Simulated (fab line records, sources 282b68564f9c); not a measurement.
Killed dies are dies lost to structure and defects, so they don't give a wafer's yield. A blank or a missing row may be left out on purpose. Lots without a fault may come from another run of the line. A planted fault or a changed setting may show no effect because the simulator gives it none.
A struck lot beside a sound one | flow rit_cmos | 15 steps out of a route of 202
Sound: wafers L356.1, L356.3, L356.5. Struck: wafers L360.3, L360.4, L360.5. The cause comes at the end.
At each step with rows: each side's tool, then ch and its chambers, then its first start. Under that, the readings that differ: sound wafers | struck wafers | difference of the means | sigmas: that difference in standard deviations of wafers without a fault.
alike: readings whose means differ by less than 2 such deviations, and words and numbers that are the same on both sides. not compared: withheld readings, readings that some wafer has no value for, bounds like >300 that may hide the same value, and numbers for which the record gives no deviation and whose values overlap.
The two part at a step that has a row with sigmas, a row that says differs or no value, or rows on one side only. Numbers that don't overlap but have no deviation are shown without sigmas and don't part them. A reading that every wafer of one side lacks parts them only if that side has two wafers or more.

RIT_CONTACT_STRIP_12: strips in O2, time 180 s.
  sound on plasma_asher-01 ch 1, day 4 11:59; struck on plasma_asher-02 ch 0,1, day 5 10:55
  alike: chamber_pressure_mTorr, drypump_motor_current_A
  not compared: rf_hours_counter_h
RIT_CONTACT_CD_MEAS_90: target cd 1000 nm.
  sound on cd_sem-02, day 4 12:10; struck on cd_sem-01, day 5 11:04
  reading    | sound                | struck            | difference | sigmas
  cd_nm (nm) | 1003.0 1002.6 1004.4 | 997.4 998.0 995.7 | -6.3       | -3
then, 2 steps without rows for these wafers: RIT_CONTACT_CLEAN_13 (cleans in SC1, time 600 s); RIT_CONTACT_CLEAN_14 (cleans in SC2, time 600 s).
RIT_M1_SPUTTER_00: material Al, target thk 400 nm, time 500 s.
  sound on pvd_sputter-02, day 4 12:38; struck on pvd_sputter-01, day 5 11:29
  alike: throttle_valve_pct
RIT_M1_RS_MEAS_01: measures by four-point-probe.
  sound on film_metro-01, day 4 12:56; struck on film_metro-02, day 5 11:50
  alike: M1_AL_RS
RIT_M1_THK_MEAS_02: measures by xrf.
  sound on film_metro-01, day 4 13:04; struck on film_metro-02, day 5 11:56
  alike: M1_AL_THK
then, 5 steps without rows for these wafers: RIT_M1_HMDS_03 (prime time 60 s); RIT_M1_COAT_04 (resist thk 1300 nm); RIT_M1_SOFTBAKE_05 (time 60 s); RIT_M1_EXPOSE_06 (exposes mask M12, target cd 2600 nm); RIT_M1_PEB_07.
RIT_M1_DEVELOP_08: develop time 68 s.
  sound on litho_track-04 ch 0, day 4 13:00; struck on litho_track-02 ch 0, day 5 12:00
  reading              | sound             | struck            | difference | sigmas
  developer_temp_C (C) | 22.97 23.12 23.03 | 23.55 23.66 23.50 | +0.53      | +5
RIT_M1_CD_MEAS_09: target cd 2600 nm.
  sound on cd_sem-02, day 4 14:00; struck on cd_sem-02, day 5 12:53
  alike: cd_nm
RIT_M1_PROBE_99:
  sound on prober-02, day 4 16:40; struck on prober-02, day 5 15:37
  alike: defect_limited_yield, killed_at_contacts, killed_at_front_end, killed_dies, killed_open, killed_short, sort_bin_3_pad_short, sort_bin_5_function, sort_bin_6_memory, sort_n_pass, sort_yield_pct

WHERE THEY PART
First at RIT_CONTACT_CD_MEAS_90; last, within this record, at RIT_M1_DEVELOP_08. Later steps at which nothing parts them and some readings are alike: RIT_M1_CD_MEAS_09, RIT_M1_PROBE_99.

WHY: what the simulator had put in
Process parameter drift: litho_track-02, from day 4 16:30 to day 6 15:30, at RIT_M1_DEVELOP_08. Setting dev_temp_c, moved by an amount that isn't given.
